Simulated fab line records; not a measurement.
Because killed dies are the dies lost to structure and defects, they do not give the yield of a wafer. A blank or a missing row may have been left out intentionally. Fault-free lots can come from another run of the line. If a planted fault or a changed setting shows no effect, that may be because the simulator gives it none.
8D (eight disciplines) problem report, filled in by code ; flow berkeleyCmos170 ; the parts of the form that need people (team, actions taken, sign-off) are left out

== 1. THE ISSUE ==
Wafers without a fault read 89.26 s, standard deviation 0.12; runLengthS at UCB170_M2_SOFTBAKE_11 reads a mean of 92.96 s on 6 wafers belonging to 2 lots. Measured from the usual mean, that is +31 standard deviations.
The step: time 60 s.
First seen on wafer L804.1, day 10 05:00, on lithoTrack-01. The record has a number at this step for 42 wafers belonging to 14 lots. Rule for "out" (also "out of limits"): further than 4 standard deviations from the usual mean. All remaining wafers that have a number are taken as sound.

== 2. WHAT IT IS AND WHAT IT IS NOT ==
question;is;is not
which readings at this step;runLengthS;-
which lots;L804, L807;L793, L796, L797, L798, L799, L800, L801, L805, L806, L814, L815, L816
which wafers of those lots;all that have a number;-
read on which tools;lithoTrack-01;lithoTrack-02, lithoTrack-04
when;from day 10 05:00;"up to then (24 sound wafers); but 12 sound wafers of L806, L814, L815, L816 came after"

== 3. WHAT RULES OUT EACH SUSPECT ==
Counting: a tool stays on the suspect list if, at a process step up to the reading, it processed all lots that are out and no sound lot following the first of them.
- lithoTrack-01 at UCB170_M2_SOFTBAKE_11 (time 60 s): kept. It ran every lot that is out, first L804 (day 10 05:00), and no sound lot after that; its last sound lot up to then is L799 (day 9 04:00). Its own runLengthS readings are out on those wafers.
The count leaves lithoTrack-01 at UCB170_M2_SOFTBAKE_11.

== 4. THE CAUSE (what the simulator had put in) ==
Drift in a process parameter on lithoTrack-01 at UCB170_M2_SOFTBAKE_11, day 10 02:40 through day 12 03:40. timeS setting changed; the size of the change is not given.
The count eliminated every tool but this one.

== 5. THE EFFECT CHAIN, in route order ==
Rows list readings where the struck wafers' mean (over those with a number) sits beyond 3 standard deviations from the usual. Only readings for which the record gives a usual standard deviation are gone through. hours: the time from each lot's start at the first step in this table that gives one to its start at this step, as a median over the lots. sigmas: the change in usual standard deviations.
hours;step;reading;usual;on struck wafers;change;sigmas
0;UCB170_M2_SOFTBAKE_11;runLengthS;89.26 s;92.96;+3.70;+31
Its process steps:
- UCB170_M2_SOFTBAKE_11: time 60 s.
Later measuring or inspecting steps at which every struck wafer that the step has a row for has a number for every such reading, and none has moved that far: UCB170_V2_BOW_MEAS_03.

== 6. WHAT WOULD HAVE CAUGHT IT SOONER ==
In this record the first reading out of limits was taken at day 10 05:00, 2 hours after the fault began at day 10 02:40.
